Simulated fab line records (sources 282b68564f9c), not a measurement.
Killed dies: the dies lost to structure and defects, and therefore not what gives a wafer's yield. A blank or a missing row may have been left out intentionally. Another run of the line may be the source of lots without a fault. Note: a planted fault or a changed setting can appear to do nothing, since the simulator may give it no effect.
What tool caused it? | flow rit cmos | 7 lots, 21 wafers sampled, at 2 steps of a route of 202

== WHAT THE GAUGES SHOWED, per wafer ==
RIT_SILICIDE_RS_MEAS_02: the measuring method here is four-point-probe.
lot  | measured    | on            | SILICIDE_TI_RS (ohm/sq)
L142 | day 3 06:28 | film metro-04 | 51.2 51.5 50.8
L144 | day 3 17:45 | film metro-01 | 51.4 50.8 51.2
L146 | day 4 03:38 | film metro-01 | 51.5 51.5 51.7
L148 | day 4 13:39 | film metro-01 | 50.9 50.6 50.7
L153 | day 5 13:54 | film metro-04 | 32.5 32.7 32.5
L157 | day 6 09:50 | film metro-01 | 50.8 51.3 50.8
L163 | day 7 18:07 | film metro-01 | 50.3 49.9 50.3

== TOOL THAT RAN EACH LOT (tool first, then ch and the chambers of the sampled wafers, then the start) ==
lot  | RIT_SILICIDE_SPUTTER_01
L142 | pvd sputter-03, day 3 06:18
L144 | pvd sputter-04, day 3 17:36
L146 | pvd sputter-04, day 4 03:29
L148 | pvd sputter-04, day 4 13:30
L153 | pvd sputter-01, day 5 13:45
L157 | pvd sputter-03, day 6 09:40
L163 | pvd sputter-03, day 7 17:58
- RIT_SILICIDE_SPUTTER_01: material Ti, target thk 30 nm, time 229.5 s.

== THE ANSWER, worked out from the rows above alone ==
Rule: what is usual is taken from the lots themselves. Put in order of their means at a reading, lots are off if they are a third of the lots or fewer, leave a main group of 4 or more, and stand apart from it by a gap of 3 or more times the standard deviation of the main group's means; of several such gaps the widest counts. The tables above print the reading to a certain number of digits; a main group whose means all agree to those digits is not used. A lot without any number at a reading at which 4 lots or more have one is off too. Any other lot the step has rows for is counted as sound.
Off: L153, at RIT_SILICIDE_RS_MEAS_02 (SILICIDE_TI_RS). For the main group the mean is 51.0 ohm/sq and the standard deviation 0.43.
A tool fits if, at a process step before that reading, it ran every lot that is off, and no sound lot after the first of them. Gauges at RIT_SILICIDE_RS_MEAS_02: tried the same way as those tools. This does not decide it: 2 tools fit, namely pvd sputter-01 at RIT_SILICIDE_SPUTTER_01 and film metro-04 at RIT_SILICIDE_RS_MEAS_02.

== WHAT THE SIMULATOR HAD PUT IN ==
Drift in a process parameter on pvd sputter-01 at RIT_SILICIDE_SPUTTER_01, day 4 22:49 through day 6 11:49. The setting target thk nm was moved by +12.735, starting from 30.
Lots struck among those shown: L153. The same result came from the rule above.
